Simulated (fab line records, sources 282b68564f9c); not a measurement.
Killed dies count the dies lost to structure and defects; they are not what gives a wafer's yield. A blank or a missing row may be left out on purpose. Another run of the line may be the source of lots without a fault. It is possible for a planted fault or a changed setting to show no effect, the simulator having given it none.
Comparing a struck lot with a sound one -- flow rit_cmos -- 17 out of 202 route steps
Sound: these wafers, L234.2, L234.5, L234.6. Struck: wafers L246.1, L246.4, L246.6. The cause comes at the end.
For every step that has rows: the tool of each side, followed by ch and its chambers, followed by its first start. Under that, the readings that differ: sound wafers -- struck wafers -- difference of the means -- sigmas: that difference in standard deviations of wafers without a fault.
alike: readings with means less than 2 such deviations apart, plus words and numbers identical on both sides. not compared: withheld readings, readings lacking a value on some wafer, bounds such as >300 that could conceal the same value, and numbers that have no deviation in the record and whose values overlap.
The two part at a step that has a row with sigmas, a row that says differs or no value, or rows on one side only. Numbers that don't overlap but have no deviation are shown without sigmas and don't part them. A reading that every wafer of one side lacks parts them only if that side has two wafers or more.

first, 4 steps without rows for these wafers: RIT_PSD_SOFTBAKE_02 (time 60 s); RIT_PSD_EXPOSE_03 (exposes mask M10, target cd 40900 nm); RIT_PSD_PEB_04; RIT_PSD_DEVELOP_05 (develop time 50 s).
RIT_PSD_OVL_MEAS_06:
  sound on overlay-01 at day 3 16:47; struck on overlay-01 at day 6 09:25
  alike: PSD_OVL
then, 2 steps without rows for these wafers: RIT_PSD_HARDBAKE_07 (time 60 s); RIT_PSD_IMPLANT_08.
RIT_PSD_STRIP_09: strips in O2, time 180 s.
  sound on plasma_asher-03 ch 0,1, day 3 17:07; struck on plasma_asher-03 ch 0, day 6 09:46
  alike: drypump_motor_current_A
  not compared: rf_hours_counter_h
RIT_PSD_TW_MEAS_10:
  sound on film_metro-01 at day 3 17:19; struck on film_metro-02 at day 6 09:56
  alike: PSD_TW
then, 3 steps without rows for these wafers: RIT_SDANNEAL_CLEAN_00 (cleans in SC1, time 600 s); RIT_SDANNEAL_CLEAN_01 (cleans in dHF, time 30 s); RIT_SDANNEAL_CLEAN_02 (cleans in SC2, time 600 s).
RIT_SDANNEAL_RTA_03: time 5 s.
  sound on rtp_anneal-02 ch 0, day 3 17:45; struck on rtp_anneal-01 ch 0, day 6 10:22
reading,sound,struck,difference,sigmas
wafer_temp_C_max,1054.0 1051.2 1052.4,1031.5 1032.1 1035.0,-19.7,-15
RIT_SDANNEAL_RS_MEAS_04: a four-point-probe measurement.
  sound on film_metro-01 at day 3 17:49; struck on film_metro-01 at day 6 10:25
reading,sound,struck,difference,sigmas
PSD_RS (ohm/sq),116.6 116.4 116.1,130.1 130.3 130.3,+13.9,+45
RIT_SDANNEAL_RS_MEAS_05: a four-point-probe measurement.
  sound on film_metro-01 at day 3 17:56; struck on film_metro-01 at day 6 10:32
reading,sound,struck,difference,sigmas
NSD_RS (ohm/sq),84.73 84.65 84.71,85.11 85.51 85.33,+0.62,+2
RIT_SDANNEAL_RS_MEAS_06: a four-point-probe measurement.
  sound on film_metro-01 at day 3 18:04; struck on film_metro-01 at day 6 10:40
reading,sound,struck,difference,sigmas
PLDD_RS (ohm/sq),179.0 178.8 179.3,194.4 194.7 195.3,+15.8,+30
RIT_SDANNEAL_RS_MEAS_07: a four-point-probe measurement.
  sound on film_metro-01 at day 3 18:11; struck on film_metro-01 at day 6 10:47
  alike: NLDD_RS

WHERE THEY PART
Last at RIT_SDANNEAL_RS_MEAS_06 as far as this record goes, first at RIT_SDANNEAL_RTA_03. Later steps at which nothing parts them and some readings are alike: RIT_SDANNEAL_RS_MEAS_07.

WHY: the cause the simulator had injected
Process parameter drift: rtp_anneal-01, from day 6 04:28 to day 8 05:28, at RIT_SDANNEAL_RTA_03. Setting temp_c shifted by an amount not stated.
